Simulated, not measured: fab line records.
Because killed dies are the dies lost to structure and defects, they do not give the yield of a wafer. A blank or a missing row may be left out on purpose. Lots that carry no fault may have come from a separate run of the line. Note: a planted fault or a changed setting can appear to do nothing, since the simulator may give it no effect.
The tool behind it: which one? | flow berkeleyCmos170 | 39 wafers from 13 lots sampled at 5 of the route's 331 steps

== WHAT THE GAUGES SHOWED, per wafer ==
UCB170_PSD_CD_MEAS_06 targets a cd of 1200 nm. Usual: cdNm 1200.0 nm, standard deviation 1.5.
lot  | measured     | on       | cdNm (nm)            | flag
L952 | day 6 03:11  | cdSem-01 | 1204.7 1204.2 1203.0 | 
L953 | day 6 13:35  | cdSem-02 | 1199.9 1198.8 1199.7 | 
L956 | day 7 05:08  | cdSem-01 | 1202.1 1202.2 1201.8 | 
L957 | day 7 19:17  | cdSem-01 | 1199.5 1198.5 1200.5 | 
L959 | day 7 19:33  | cdSem-02 | 1198.7 1198.0 1201.4 | 
L963 | day 9 02:51  | cdSem-02 | 1199.8 1200.4 1200.3 | 
L962 | day 9 03:05  | cdSem-01 | 1201.6 1199.9 1201.2 | 
L965 | day 9 08:18  | cdSem-02 | 1200.3 1201.6 1201.9 | 
L964 | day 9 08:25  | cdSem-01 | 1200.2 1201.8 1202.9 | 
L966 | day 9 17:21  | cdSem-01 | 1196.7 1198.3 1198.5 | 
L968 | day 9 17:40  | cdSem-01 | 1199.9 1199.4 1199.6 | 
L969 | day 10 18:40 | cdSem-02 | 1201.1 1201.7 1201.2 | 
L974 | day 11 09:16 | cdSem-02 | 1199.3 1197.7 1198.2 | 

UCB170_V2_THK_MEAS_01. Usual: V2_TEOS_THK typically reads 1993 nm, with standard deviation 26.
lot  | measured     | on           | V2_TEOS_THK (nm) | flag
L952 | day 7 02:29  | filmMetro-02 | 1983 1997 2007   | 
L953 | day 7 13:59  | filmMetro-03 | 1912 1935 1962   | 
L956 | day 8 03:37  | filmMetro-01 | 1995 2000 2002   | 
L957 | day 8 13:40  | filmMetro-02 | 2006 2001 2044   | 
L959 | day 8 13:37  | filmMetro-03 | 2019 2016 2009   | 
L963 | day 9 23:44  | filmMetro-02 | 1969 1996 1986   | 
L962 | day 10 00:15 | filmMetro-02 | 1954 2003 1995   | 
L965 | day 10 05:35 | filmMetro-03 | 1960 1980 1989   | 
L964 | day 10 05:20 | filmMetro-01 | 1987 2044 2020   | 
L966 | day 10 14:09 | filmMetro-01 | 2005 1999 2043   | 
L968 | day 10 15:46 | filmMetro-02 | 1981 1970 2017   | 
L969 | day 11 17:54 | filmMetro-01 | 2759 2003 2811   | OFF
L974 | day 12 13:12 | filmMetro-03 | 1975 2005 1996   | 

UCB170_M3_CD_MEAS_90 targets a cd of 700 nm. Usual: cdNm 700.9 nm, standard deviation 2.8.
lot  | measured     | on       | cdNm (nm)         | flag
L952 | day 7 08:39  | cdSem-02 | 699.3 700.0 699.7 | 
L953 | day 7 18:58  | cdSem-02 | 701.3 702.9 704.2 | 
L956 | day 8 08:44  | cdSem-02 | 702.9 699.9 702.1 | 
L957 | day 8 19:06  | cdSem-01 | 704.4 701.8 699.7 | 
L959 | day 8 19:02  | cdSem-02 | 705.0 706.2 706.2 | 
L963 | day 10 05:24 | cdSem-02 | 704.2 702.4 703.6 | 
L962 | day 10 05:40 | cdSem-02 | 697.4 700.8 697.2 | 
L965 | day 10 12:16 | cdSem-01 | 704.1 703.5 703.7 | 
L964 | day 10 11:37 | cdSem-01 | 702.0 702.4 701.0 | 
L966 | day 10 19:53 | cdSem-01 | 705.2 701.1 699.7 | 
L968 | day 10 21:01 | cdSem-02 | 697.9 698.0 695.9 | 
L969 | day 12 00:15 | cdSem-02 | 701.9 701.0 703.0 | 
L974 | day 12 18:54 | cdSem-02 | 695.9 697.9 698.8 | 

== WHAT TOOL EACH LOT RAN ON (gives the tool, then ch and the chambers of the sampled wafers, and finally the start) ==
lot  | UCB170_V2_CVD_00                | UCB170_M3_STRIP_07
L952 | pecvd-04 ch 0,1, day 7 02:14    | plasmaAsher-03 ch 0,1, day 7 06:43
L953 | pecvd-02 ch 0,1, day 7 13:50    | plasmaAsher-03 ch 0,1, day 7 17:07
L956 | pecvd-04 ch 0,1, day 8 03:26    | plasmaAsher-03 ch 0,1, day 8 06:41
L957 | pecvd-01 ch 1,2, day 8 13:30    | plasmaAsher-03 ch 0,1, day 8 17:00
L959 | pecvd-02 ch 0,1, day 8 13:26    | plasmaAsher-01 ch 0,1, day 8 16:55
L963 | pecvd-04 ch 1,2, day 9 23:34    | plasmaAsher-01 ch 0,1, day 10 03:04
L962 | pecvd-02 ch 0,2, day 10 00:05   | plasmaAsher-01 ch 0,1, day 10 03:23
L965 | pecvd-04 ch 1,2, day 10 05:26   | plasmaAsher-03 ch 0,1, day 10 09:37
L964 | pecvd-01 ch 0,1, day 10 05:10   | plasmaAsher-03 ch 0,1, day 10 08:30
L966 | pecvd-02 ch 1,2, day 10 13:58   | plasmaAsher-02 ch 0,1, day 10 17:03
L968 | pecvd-01 ch 0,1, day 10 15:37   | plasmaAsher-02 ch 0, day 10 19:23
L969 | pecvd-02 ch 0,2, day 11 17:40   | plasmaAsher-03 ch 0,1, day 11 22:16
L974 | pecvd-01 ch 0,1,2, day 12 13:03 | plasmaAsher-02 ch 1, day 12 16:53
- UCB170_V2_CVD_00: deposits SiO2 from TEOS/O2, target thk 2000 nm, time 250 s.
- UCB170_M3_STRIP_07: strips in O2.

== AS READ BY THE TOOLS THEMSELVES (means over the sampled wafers that have a number; for cases with no such wafer, the mark the record gives instead) ==
UCB170_V2_CVD_00. Usual: heaterPowerW 259 W, standard deviation 71; runLengthS 277.5 s, standard deviation 0.49.
lot  | tool     | heaterPowerW (W) | runLengthS (s) | flag
L952 | pecvd-04 | 311              | 276.9          | 
L953 | pecvd-02 | 262              | 278.3          | 
L956 | pecvd-04 | 313              | 277.1          | 
L957 | pecvd-01 | 217              | 277.4          | 
L959 | pecvd-02 | 253              | 278.0          | 
L963 | pecvd-04 | 263              | 277.6          | 
L962 | pecvd-02 | 311              | 277.7          | 
L965 | pecvd-04 | 242              | 277.3          | 
L964 | pecvd-01 | 274              | 277.4          | 
L966 | pecvd-02 | 199              | 277.4          | 
L968 | pecvd-01 | 284              | 277.5          | 
L969 | pecvd-02 | 334              | 342.3          | OFF
L974 | pecvd-01 | 237              | 277.8          | 

UCB170_M3_STRIP_07. Usual: chamberPressureMTorr 3499.9 mTorr, standard deviation 3; drypumpMotorCurrentA 6.1 A, standard deviation 0.53; oesProductAu 0.735 a.u., standard deviation 0.0045; stripTimeToEndpointS 21.98 s, standard deviation 0.065.
lot  | tool           | chamberPressureMTorr (mTorr) | drypumpMotorCurrentA (A) | oesProductAu (a.u.) | stripTimeToEndpointS (s) | flag
L952 | plasmaAsher-03 | 3499.4                       | 6.5                      | 0.732               | 21.99                    | 
L953 | plasmaAsher-03 | 3498.8                       | 6.6                      | 0.732               | 22.00                    | 
L956 | plasmaAsher-03 | 3498.2                       | 6.5                      | 0.732               | 21.94                    | 
L957 | plasmaAsher-03 | 3500.7                       | 6.4                      | 0.736               | 22.04                    | 
L959 | plasmaAsher-01 | 3500.7                       | 5.6                      | 0.737               | 22.11                    | 
L963 | plasmaAsher-01 | 3500.7                       | 5.6                      | 0.735               | 22.03                    | 
L962 | plasmaAsher-01 | 3498.2                       | 5.6                      | 0.737               | 21.98                    | 
L965 | plasmaAsher-03 | 3498.7                       | 6.6                      | 0.732               | 21.99                    | 
L964 | plasmaAsher-03 | 3497.6                       | 6.4                      | 0.733               | 21.97                    | 
L966 | plasmaAsher-02 | 3498.9                       | 5.9                      | 0.739               | 21.97                    | 
L968 | plasmaAsher-02 | 3499.9                       | 5.9                      | 0.733               | 21.97                    | 
L969 | plasmaAsher-03 | 3499.5                       | 6.6                      | 0.736               | 22.06                    | 
L974 | plasmaAsher-02 | 3503.3                       | 6.1                      | 0.735               | 22.01                    | 

== THE ANSWER, worked out from the rows above alone ==
Rule: take the mean of a lot's wafers that have a number; if it is more than 3 standard deviations from the usual mean, the lot is off. Also off: a lot with no number at a reading for which 4 or more lots have one. Where the step has rows for the other lots, those lots are counted as sound. Order of review: gauges by route order, followed by the tools' own readings, for which a lot's mean as printed above is used. The first step at which some lot is off is used, and at that step the reading that is off furthest; a lot without a number counts as furthest.
Off: at UCB170_V2_THK_MEAS_01 (V2_TEOS_THK), L969.
If a tool, at a process step before that reading, ran all the lots that are off and no sound lot after the first of them, it fits. The gauges at UCB170_V2_THK_MEAS_01 aren't tried: what is off there is off at UCB170_V2_CVD_00 too, on other tools, and a gauge's error can't cause that. One candidate fits, namely pecvd-02 at UCB170_V2_CVD_00. A fault onset in the window from L966 (day 10 13:58, its last sound lot) to L969 (day 11 17:40, its first lot off) fits.
On the lots that are off, the tool's own readings at UCB170_V2_CVD_00 differ by more than 5 times the standard deviation of the sound lots' means, which bears it out; runLengthS reads 342.3 s there versus 277.5 s on the sound lots.

== WHAT THE SIMULATOR PUT IN ==
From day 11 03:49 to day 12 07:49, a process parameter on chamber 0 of pecvd-02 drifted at UCB170_V2_CVD_00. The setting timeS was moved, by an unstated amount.
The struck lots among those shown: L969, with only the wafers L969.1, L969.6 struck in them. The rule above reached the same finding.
